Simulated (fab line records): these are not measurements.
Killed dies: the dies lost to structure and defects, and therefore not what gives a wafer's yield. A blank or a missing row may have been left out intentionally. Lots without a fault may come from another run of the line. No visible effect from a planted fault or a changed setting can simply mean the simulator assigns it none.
Which tool did it? :: flow rit cmos :: 18 wafers from 6 lots sampled at 2 of the route's 202 steps

WHAT EACH GAUGE READ, for each wafer
RIT_GATE_CD_MEAS_16: the cd target is 150 nm.
lot: L482
measured: day 3 05:17
on: cd sem-02
cd nm (nm): 150.5 150.3 148.2

lot: L485
measured: day 3 15:34
on: cd sem-01
cd nm (nm): 149.0 149.0 145.9

lot: L487
measured: day 4 00:33
on: cd sem-02
cd nm (nm): 149.7 152.6 153.1

lot: L491
measured: day 4 19:46
on: cd sem-02
cd nm (nm): 148.7 149.4 147.7

lot: L493
measured: day 5 06:23
on: cd sem-01
cd nm (nm): 159.9 157.4 158.3

lot: L503
measured: day 7 08:02
on: cd sem-02
cd nm (nm): 147.6 147.0 148.0

TOOL THAT RAN EACH LOT (tool first, then ch and the chambers of the sampled wafers, then the start)
lot: L482
RIT_GATE_DEVELOP_15: litho track-01 ch 0, day 3 05:00

lot: L485
RIT_GATE_DEVELOP_15: litho track-02 ch 0, day 3 15:00

lot: L487
RIT_GATE_DEVELOP_15: litho track-04 ch 0, day 4 00:00

lot: L491
RIT_GATE_DEVELOP_15: litho track-01 ch 0, day 4 19:00

lot: L493
RIT_GATE_DEVELOP_15: litho track-04 ch 0, day 5 06:00

lot: L503
RIT_GATE_DEVELOP_15: litho track-01 ch 0, day 7 07:00
- RIT_GATE_DEVELOP_15: develop time 50 s.

THE ANSWER, worked out from the rows above alone
Rule: usual is defined by the lots themselves. The widest of any qualifying gaps counts: lots, ordered by their means at a reading, are off when they make up no more than a third of the lots, leave a main group of 4 or more, and stand apart from it by 3 or more times the standard deviation of that group's means. The tables above print the reading to a certain number of digits; a main group whose means all agree to those digits is not used. A lot without any number at a reading at which 4 lots or more have one is off too. Where the step has rows for the other lots, those lots are counted as sound.
Off: L493, at RIT_GATE_CD_MEAS_16 (cd nm). Main group: mean 149.1 nm, sd 1.5.
A tool fits if, at a process step before that reading, it ran every lot that is off, and no sound lot after the first of them. Those tools and the gauges at RIT_GATE_CD_MEAS_16 are tried in the same way. This does not decide it: 2 tools fit, namely litho track-04 at RIT_GATE_DEVELOP_15 and cd sem-01 at RIT_GATE_CD_MEAS_16.

WHAT THE SIMULATOR PUT IN
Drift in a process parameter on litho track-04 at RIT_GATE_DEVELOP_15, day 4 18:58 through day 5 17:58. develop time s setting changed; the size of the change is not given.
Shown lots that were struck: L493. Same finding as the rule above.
